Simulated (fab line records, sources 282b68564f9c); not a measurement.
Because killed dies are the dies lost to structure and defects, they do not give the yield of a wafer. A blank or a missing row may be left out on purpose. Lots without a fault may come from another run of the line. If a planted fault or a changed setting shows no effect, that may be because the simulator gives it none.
What tool caused it? + flow rit_cmos + 14 lots, 42 wafers sampled, at 4 steps of a route of 202

WHAT THE GAUGES READ, wafer by wafer
RIT_NSD_OVL_MEAS_06. Usual: NSD_OVL typically reads 0.5 nm, with standard deviation 1.5.
| lot  | measured    | on         | NSD_OVL (nm)   | flag |
|------|-------------|------------|----------------|------|
| L903 | day 3 01:54 | overlay-01 | -1.0 -0.8 0.7  |      |
| L906 | day 3 13:42 | overlay-02 | 0.9 3.3 2.0    |      |
| L907 | day 3 18:14 | overlay-01 | 0.5 0.1 1.0    |      |
| L908 | day 4 01:56 | overlay-02 | 0.8 0.4 -0.1   |      |
| L909 | day 4 05:13 | overlay-02 | -1.4 0.8 -2.6  |      |
| L911 | day 4 14:07 | overlay-01 | 0.5 -0.9 0.3   |      |
| L912 | day 4 19:41 | overlay-01 | -1.6 -0.8 -0.7 |      |
| L914 | day 5 11:45 | overlay-02 | 2.2 -0.7 0.5   |      |
| L915 | day 5 14:39 | overlay-02 | 1.9 2.8 2.4    |      |
| L919 | day 6 08:09 | overlay-02 | 2.3 0.5 0.5    |      |
| L921 | day 6 16:38 | overlay-01 | 2.0 0.1 -1.1   |      |
| L922 | day 6 22:55 | overlay-01 | 2.5 3.2 1.0    |      |
| L923 | day 7 01:55 | overlay-01 | 3.9 3.8 2.1    |      |
| L925 | day 7 12:24 | overlay-01 | 0.7 0.8 2.0    |      |

RIT_CONTACT_CD_MEAS_08: the cd target is 1000 nm. Usual: cd_nm 999.9 nm, standard deviation 2.3.
| lot  | measured    | on        | cd_nm (nm)           | flag |
|------|-------------|-----------|----------------------|------|
| L903 | day 3 06:46 | cd_sem-01 | 1002.6 1002.4 1001.5 |      |
| L906 | day 3 18:37 | cd_sem-01 | 1000.4 1000.3 999.1  |      |
| L907 | day 3 23:04 | cd_sem-01 | 995.6 998.9 997.8    |      |
| L908 | day 4 06:41 | cd_sem-01 | 1001.1 999.3 999.5   |      |
| L909 | day 4 09:56 | cd_sem-02 | 998.4 1000.6 1001.0  |      |
| L911 | day 4 18:47 | cd_sem-01 | 999.0 1000.1 999.1   |      |
| L912 | day 5 00:13 | cd_sem-02 | 1000.8 1001.2 998.6  |      |
| L914 | day 5 16:43 | cd_sem-02 | 1001.9 999.4 997.5   |      |
| L915 | day 5 19:15 | cd_sem-02 | 999.2 997.4 996.6    |      |
| L919 | day 6 12:47 | cd_sem-02 | 1000.1 1000.5 1001.1 |      |
| L921 | day 6 21:32 | cd_sem-01 | 1000.8 999.6 999.0   |      |
| L922 | day 7 03:40 | cd_sem-01 | 999.5 1000.9 1000.6  |      |
| L923 | day 7 06:42 | cd_sem-02 | 999.5 1000.8 1001.0  |      |
| L925 | day 7 17:08 | cd_sem-02 | 1001.4 1001.4 1001.1 |      |

EACH LOT AND THE TOOL THAT RAN IT (in order: tool; ch and the chambers of the sampled wafers; start)
| lot  | RIT_GATE_OXIDATION_05        | RIT_NSD_STRIP_09                    |
|------|------------------------------|-------------------------------------|
| L903 | furnace-04 ch 0, day 2 09:17 | plasma_asher-01 ch 0,1, day 3 02:24 |
| L906 | furnace-03 ch 0, day 2 22:55 | plasma_asher-02 ch 0,1, day 3 14:02 |
| L907 | furnace-03 ch 0, day 3 04:07 | plasma_asher-02 ch 0,1, day 3 18:34 |
| L908 | furnace-03 ch 0, day 3 11:51 | plasma_asher-01 ch 0,1, day 4 02:16 |
| L909 | furnace-03 ch 0, day 3 14:44 | plasma_asher-02 ch 0,1, day 4 05:32 |
| L911 | furnace-04 ch 0, day 3 23:39 | plasma_asher-02 ch 0,1, day 4 14:28 |
| L912 | furnace-03 ch 0, day 4 05:35 | plasma_asher-04 ch 0,1, day 4 20:02 |
| L914 | furnace-03 ch 0, day 4 17:52 | plasma_asher-04 ch 0, day 5 12:05   |
| L915 | furnace-02 ch 0, day 4 21:35 | plasma_asher-01 ch 0,1, day 5 14:59 |
| L919 | furnace-03 ch 0, day 5 17:44 | plasma_asher-04 ch 0,1, day 6 08:29 |
| L921 | furnace-03 ch 0, day 6 02:09 | plasma_asher-04 ch 0,1, day 6 16:58 |
| L922 | furnace-03 ch 0, day 6 08:24 | plasma_asher-01 ch 1, day 6 23:14   |
| L923 | furnace-02 ch 0, day 6 11:52 | plasma_asher-02 ch 0,1, day 7 02:15 |
| L925 | furnace-04 ch 0, day 6 22:25 | plasma_asher-01 ch 0,1, day 7 12:44 |
- RIT_GATE_OXIDATION_05: target thk 3 nm, ox time 270 s.
- RIT_NSD_STRIP_09: strips in O2, time 180 s.

WHAT THE TOOLS THEMSELVES READ (means of the sampled wafers that have a number; where no wafer has one, the mark that the record gives instead)
RIT_GATE_OXIDATION_05. Usual: ox_temp_c 900.0 C, standard deviation 0.41; spike_tc_centre_C 902.4 C, standard deviation 1.4; spike_tc_source_C 925 C, standard deviation 3.4.
| lot  | tool       | ox_temp_c (C) | spike_tc_centre_C (C) | spike_tc_source_C (C) | flag |
|------|------------|---------------|-----------------------|-----------------------|------|
| L903 | furnace-04 | 900.2         | 902.5                 | 925                   |      |
| L906 | furnace-03 | 899.7         | 903.3                 | 927                   |      |
| L907 | furnace-03 | 899.8         | 903.3                 | 927                   |      |
| L908 | furnace-03 | 899.9         | 903.0                 | 928                   |      |
| L909 | furnace-03 | 900.2         | 903.3                 | 927                   |      |
| L911 | furnace-04 | 900.2         | 902.8                 | 925                   |      |
| L912 | furnace-03 | 899.9         | 902.0                 | 928                   |      |
| L914 | furnace-03 | 899.9         | 903.0                 | 928                   |      |
| L915 | furnace-02 | 900.2         | 900.8                 | 918                   |      |
| L919 | furnace-03 | 900.3         | 903.1                 | 927                   |      |
| L921 | furnace-03 | 900.2         | 903.7                 | 928                   |      |
| L922 | furnace-03 | 900.1         | 903.6                 | 927                   |      |
| L923 | furnace-02 | 900.0         | 901.2                 | 917                   |      |
| L925 | furnace-04 | 899.9         | 901.9                 | 925                   |      |

RIT_NSD_STRIP_09. Usual: drypump_motor_current_A 5.6 A, standard deviation 0.47.
| lot  | tool            | drypump_motor_current_A (A) | flag |
|------|-----------------|-----------------------------|------|
| L903 | plasma_asher-01 | 5.1                         |      |
| L906 | plasma_asher-02 | 5.9                         |      |
| L907 | plasma_asher-02 | 5.5                         |      |
| L908 | plasma_asher-01 | 5.4                         |      |
| L909 | plasma_asher-02 | 5.9                         |      |
| L911 | plasma_asher-02 | 5.9                         |      |
| L912 | plasma_asher-04 | 5.6                         |      |
| L914 | plasma_asher-04 | 6.0                         |      |
| L915 | plasma_asher-01 | 5.4                         |      |
| L919 | plasma_asher-04 | 5.8                         |      |
| L921 | plasma_asher-04 | 5.8                         |      |
| L922 | plasma_asher-01 | 5.8                         |      |
| L923 | plasma_asher-02 | 5.9                         |      |
| L925 | plasma_asher-01 | 5.2                         |      |

THE ANSWER, worked out from the rows above alone
Rule: take the mean of a lot's wafers that have a number; if it is more than 3 standard deviations from the usual mean, the lot is off. A lot without any number at a reading at which 4 lots or more have one is off too. The other lots that the step has rows for count as sound. After the gauges, taken in route order, come the tools' own readings; for these a lot's mean is taken, as printed above. The first step at which some lot is off is used, and at that step the reading that is off furthest; a lot without a number counts as furthest.
No lot is off at any reading shown: from this, nothing can be told.

WHAT THE SIMULATOR HAD INSERTED
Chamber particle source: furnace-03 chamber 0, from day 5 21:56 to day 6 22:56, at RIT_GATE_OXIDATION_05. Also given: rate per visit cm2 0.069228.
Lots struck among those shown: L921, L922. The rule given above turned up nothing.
